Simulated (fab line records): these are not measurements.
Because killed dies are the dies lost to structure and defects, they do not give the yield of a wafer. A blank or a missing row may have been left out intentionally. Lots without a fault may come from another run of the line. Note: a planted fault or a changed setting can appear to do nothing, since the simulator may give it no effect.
Split-lot trial ; flow berkeleyCmos170 ; 23 wafers read from 5 lots, route of 331 steps

## ON THE SPLIT
At UCB170_START_OXIDATION_02 (target thk 20 nm, ox time 1800 s), the setting oxTimeS was moved away from the recipe's 1800 s on 20 of the 23 wafers read, by -13.8% to +13.4%. For the rest of the wafers, this setting stayed at what the recipe calls for.

The file shows no step between the split and the reading.

## THE READING
Values of START_OXIDE_THK in nm from UCB170_START_THK_MEAS_03. On this fab line, fault-free wafers typically give 20.3 nm with a standard deviation of 0.39 nm.

wafer;tool, chamber at the split;oxTimeS as run, s;against the recipe;START_OXIDE_THK, nm;against lot-mates on the recipe
L074.1;-, -;1658;-7.9%;19.2;no lot-mate on the recipe
L074.2;-, -;1658;-7.9%;18.9;no lot-mate on the recipe
L074.3;-, -;1658;-7.9%;19.2;no lot-mate on the recipe
L074.4;-, -;1658;-7.9%;19.2;no lot-mate on the recipe
L074.6;-, -;1658;-7.9%;18.8;no lot-mate on the recipe
L077.1;-, -;2041;+13.4%;22.5;no lot-mate on the recipe
L077.2;-, -;2041;+13.4%;22.1;no lot-mate on the recipe
L077.3;-, -;2041;+13.4%;22.4;no lot-mate on the recipe
L077.4;-, -;2041;+13.4%;22.2;no lot-mate on the recipe
L077.6;-, -;2041;+13.4%;22.3;no lot-mate on the recipe
L082.1;-, -;1552;-13.8%;18.8;no lot-mate on the recipe
L082.2;-, -;1552;-13.8%;18.8;no lot-mate on the recipe
L082.3;-, -;1552;-13.8%;18.7;no lot-mate on the recipe
L082.4;-, -;1552;-13.8%;18.9;no lot-mate on the recipe
L082.5;-, -;1552;-13.8%;18.8;no lot-mate on the recipe
L083.1;-, -;1654;-8.1%;19.3;no lot-mate on the recipe
L083.2;-, -;1654;-8.1%;19.2;no lot-mate on the recipe
L083.3;-, -;1654;-8.1%;19.1;no lot-mate on the recipe
L083.4;-, -;1654;-8.1%;18.8;no lot-mate on the recipe
L083.6;-, -;1654;-8.1%;18.9;no lot-mate on the recipe
L085.1;furnace-02, 0;1800;recipe;20.9;-
L085.3;furnace-02, 0;1800;recipe;21.4;-
L085.5;furnace-02, 0;1800;recipe;20.9;-

THE FIT
A straight line over all 23 wafers: START_OXIDE_THK changes by +0.141 nm for each +1% of oxTimeS; r = +0.97; the points scatter about the line by 0.37 nm.
Too few moved wafers with a lot-mate on the recipe to fit a line net of each lot's own level.

## THE WHOLE CHAIN: every reading that the file lists as answering this split, in the file's order
step;what it does;reading;change (the file's fit);r (the file's)
UCB170_START_OXIDATION_02;target thk 20 nm, ox time 1800 s;SiO2_of_START_OXIDATION_02.thkNm (the simulator's own value, which no gauge read);+0.141 nm for each +1% of the setting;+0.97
UCB170_START_THK_MEAS_03;;START_OXIDE_THK;+0.141 for each +1% of the setting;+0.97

## FILE'S OWN FIT
START_OXIDE_THK changes by +0.141 nm for each +1% of oxTimeS, r = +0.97.
